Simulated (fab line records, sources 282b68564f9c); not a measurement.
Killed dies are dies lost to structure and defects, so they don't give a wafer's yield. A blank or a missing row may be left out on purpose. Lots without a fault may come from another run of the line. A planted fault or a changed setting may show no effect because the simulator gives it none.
Split-lot experiment | flow rit_cmos | 5 lots, 23 wafers read, on a route of 202 steps

THE SPLIT
At RIT_NLDD_COAT_01 (resist thk 1000 nm), the setting spin_rpm was moved away from the recipe's 3250 rpm on 9 of the 23 wafers read, by -6.1% to +5.9%. The other wafers ran this setting at the recipe's value.

FROM THE SPLIT TO THE READING: what the file shows between them, 3 steps
- RIT_NLDD_SOFTBAKE_02: time 60 s
- RIT_NLDD_EXPOSE_03: exposes mask M7, target cd 40700 nm
- RIT_NLDD_DEVELOP_05: develop time 50 s

THE READING
NOVOLAK_of_NLDD_COAT_01.thk_nm (the simulator's own value, which no gauge read), in nm, at RIT_NLDD_HARDBAKE_07 (time 60 s). The file gives no usual value for it. The 14 wafers here that ran the recipe average 883.8 nm, standard deviation 2.7 nm.

wafer  | tool, chamber at the split | spin_rpm as run, rpm | against the recipe | NOVOLAK_of_NLDD_COAT_01.thk_nm, nm | against lot-mates on the recipe
L075.1 | litho_track-03, 0          | 3250                 | recipe             | 880.5                              | -
L075.2 | litho_track-03, 0          | 3443                 | +5.9%              | 860.2                              | -21.9
L075.4 | litho_track-03, 0          | 3443                 | +5.9%              | 859.7                              | -22.4
L075.5 | litho_track-03, 0          | 3250                 | recipe             | 883.8                              | -
L075.6 | litho_track-03, 0          | 3443                 | +5.9%              | 858.4                              | -23.8
L078.1 | litho_track-03, 0          | 3250                 | recipe             | 883.1                              | -
L078.2 | litho_track-03, 0          | 3111                 | -4.3%              | 906.2                              | +23.0
L078.3 | litho_track-03, 0          | 3250                 | recipe             | 883.3                              | -
L078.5 | litho_track-03, 0          | 3111                 | -4.3%              | 902.5                              | +19.3
L078.6 | litho_track-03, 0          | 3111                 | -4.3%              | 902.6                              | +19.4
L080.1 | litho_track-04, 0          | 3250                 | recipe             | 885.1                              | -
L080.2 | litho_track-04, 0          | 3052                 | -6.1%              | 912                                | +26.1
L080.3 | litho_track-04, 0          | 3250                 | recipe             | 886.7                              | -
L080.4 | litho_track-04, 0          | 3052                 | -6.1%              | 914                                | +28.1
L080.5 | litho_track-04, 0          | 3052                 | -6.1%              | 915.5                              | +29.6
L081.1 | litho_track-04, 0          | 3250                 | recipe             | 880.6                              | -
L081.2 | litho_track-04, 0          | 3250                 | recipe             | 879                                | -
L081.3 | litho_track-04, 0          | 3250                 | recipe             | 880.8                              | -
L081.5 | litho_track-04, 0          | 3250                 | recipe             | 883.4                              | -
L081.6 | litho_track-04, 0          | 3250                 | recipe             | 884.3                              | -
L082.1 | litho_track-03, 0          | 3250                 | recipe             | 886.7                              | -
L082.3 | litho_track-03, 0          | 3250                 | recipe             | 887.4                              | -
L082.6 | litho_track-03, 0          | 3250                 | recipe             | 887.9                              | -

THE FIT
A straight line over all 23 wafers: NOVOLAK_of_NLDD_COAT_01.thk_nm changes by -4.52 nm for each +1% of spin_rpm; r = -0.99; the points scatter about the line by 2.6 nm.
The same after taking each lot's own level away (the mean of its wafers on the recipe; 23 wafers): -4.29 nm for each +1%; r = -0.99; scatter 1.9 nm.
On that fit, the largest move of spin_rpm shifts the reading by 26 nm.
The lots' own levels span 881.62 to 887.33 nm, that is 2.1 times the standard deviation above.
So the lot-to-lot level changes the slope little: the two slopes agree.
Check: with one of the wafers moved furthest among these (-6.1%) left out of the fit, the line predicts +27.2 nm for it against its lot-mates. It came out at +26.1 nm against them.

OTHER SPLITS ON THESE WAFERS
These wafers also went through other splits before the reading. Each is held against what the fit with the lots' levels taken away leaves over:
other split on the same wafers     | wafers away from the commonest value | r with NOVOLAK_of_NLDD_COAT_01.thk_nm (lot level and that fit taken away)
RIT_ACTIVE_OXIDATION_01 temp_c     | 18                                   | +0.07
RIT_ACTIVE_ETCH_13 time_s          | 4                                    | -0.05
RIT_FOX2_WET_ETCH_03 time_s        | 15                                   | -0.20
RIT_NWELL_IMPLANT_08 energy_kev    | 10                                   | +0.07
RIT_PWELL_IMPLANT_08 energy_kev    | 6                                    | -0.13
RIT_NRETRO_IMPLANT_08 energy_kev   | 8                                    | +0.43
RIT_PRETRO_COAT_01 resist_thk_nm   | 9                                    | +0.19
RIT_PRETRO_IMPLANT_08 dose_cm2     | 10                                   | +0.14
RIT_GATE_OXIDATION_05 temp_c       | 18                                   | +0.18
RIT_GATE_DEVELOP_15 develop_time_s | 10                                   | +0.44

THE WHOLE CHAIN: every reading that the file lists as answering this split, in the file's order
step                 | what it does       | reading                                                                         | change (the file's fit)              | r (the file's)
RIT_NLDD_COAT_01     | resist thk 1000 nm | NOVOLAK_of_NLDD_COAT_01.thk_nm (the simulator's own value, which no gauge read) | -4.95 nm for each +1% of the setting | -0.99
RIT_NLDD_HARDBAKE_07 | time 60 s          | NOVOLAK_of_NLDD_COAT_01.thk_nm (the simulator's own value, which no gauge read) | -4.33 nm for each +1% of the setting | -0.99

THE FILE'S OWN FIT
NOVOLAK_of_NLDD_COAT_01.thk_nm changes by -4.33 nm for each +1% of spin_rpm, r = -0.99.
